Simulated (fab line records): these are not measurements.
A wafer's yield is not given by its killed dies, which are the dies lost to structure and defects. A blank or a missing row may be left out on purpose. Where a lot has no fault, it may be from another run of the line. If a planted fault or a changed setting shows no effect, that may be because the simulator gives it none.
A lot that was struck, set against a sound lot	flow rit_cmos	15 steps out of a route of 202
Sound: wafers L336.4, L336.5, L336.6. Wafers L341.1, L341.3, L341.5 were the ones struck. The cause comes at the end.
For every step that has rows: the tool of each side, followed by ch and its chambers, followed by its first start. Under that, the readings that differ: sound wafers	struck wafers	difference of the means	sigmas: that difference in standard deviations of wafers without a fault.
alike: same words and numbers on both sides, and readings whose means sit less than 2 such deviations apart. not compared: any withheld reading, any reading some wafer has no value for, any bound like >300 that may hide the same value, and any number with overlapping values for which the record gives no deviation.
A row with sigmas, a row that says differs or no value, or rows on one side alone: a step with any of these is where the two part. Numbers that have no deviation but don't overlap get no sigmas and don't part them. Lack of a reading on every wafer of one side parts them only where that side has two or more wafers.

RIT_SILICIDE_RTA_06: time 10 s, ramp up 5 s, ramp down 10 s.
  sound on rtp_anneal-02 ch 0, day 5 07:25; struck on rtp_anneal-01 ch 0, day 6 04:47
  alike: chamber_o2_ppm, wafer_temp_C_max
RIT_CONTACT_CVD_00: deposits SiO2 from TEOS, target thk 400 nm, time 61 s.
  sound on pecvd-04 ch 0,1,2, day 5 07:29; struck on pecvd-02 ch 0,1, day 6 04:50
  alike: heater_power_w
RIT_CONTACT_THK_MEAS_01:
  sound: film_metro-02 at day 5 07:32; struck: film_metro-02 at day 6 04:53
  alike: CONTACT_TEOS_THK
then, 6 steps without rows for these wafers: RIT_CONTACT_HMDS_02 (prime time 60 s); RIT_CONTACT_COAT_03 (resist thk 1000 nm); RIT_CONTACT_SOFTBAKE_04 (time 60 s); RIT_CONTACT_EXPOSE_05 (exposes mask M11, target cd 1000 nm); RIT_CONTACT_PEB_06; RIT_CONTACT_DEVELOP_07 (develop time 125.5 s).
RIT_CONTACT_CD_MEAS_08: target cd 1000 nm.
  sound: cd_sem-01 at day 5 08:43; struck: cd_sem-02 at day 6 06:02
  alike: cd_nm
RIT_CONTACT_OVL_MEAS_09:
  sound: overlay-02 at day 5 08:48; struck: overlay-01 at day 6 06:10
  alike: CONTACT_OVL
then, 1 step without rows for these wafers: RIT_CONTACT_HARDBAKE_10 (time 60 s).
RIT_CONTACT_ETCH_11: etches SiO2 in CHF3/CF4/Ar, stops on TiSi2, target depth 480 nm, time 320 s.
  sound on rie_diel-01 ch 0,1, day 5 08:58; struck on rie_diel-03 ch 0,1, day 6 06:21
reading	sound	struck	difference	sigmas
rf_fwd_power_W (W)	198.3 200.2 200.0	167.7 167.6 167.8	-31.8	-53
model.NOVOLAK_of_CONTACT_COAT_03.thk_nm (nm)	770.4 770 769.4	776.9 780.4 780.5	+9.3	
  alike: drypump_motor_current_A, mfc_ar_sccm, oes_product_au, throttle_valve_pct
  not compared: rf_hours_counter_h
RIT_CONTACT_STRIP_12: strips in O2, time 180 s.
  sound on plasma_asher-02 ch 0,1, day 5 09:13; struck on plasma_asher-02 ch 0,1, day 6 06:33
  alike: drypump_motor_current_A
  not compared: rf_hours_counter_h
RIT_M1_PROBE_99:
  sound: prober-01 at day 5 14:14; struck: prober-02 at day 6 11:25
reading	sound	struck	difference	sigmas
model.etest.antenna_contact.vt_shift_v (V)	-0.007896 -0.008788 -0.01206	-0.003815 -0.0002235 -0.0009166	+0.007930	

== WHERE THEY PART ==
Within this record, at RIT_CONTACT_ETCH_11 only. Later steps at which nothing parts them and some readings are alike: RIT_CONTACT_STRIP_12.

WHY: whatever the simulator had introduced
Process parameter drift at RIT_CONTACT_ETCH_11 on rie_diel-03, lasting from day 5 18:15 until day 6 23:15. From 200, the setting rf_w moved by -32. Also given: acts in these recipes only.
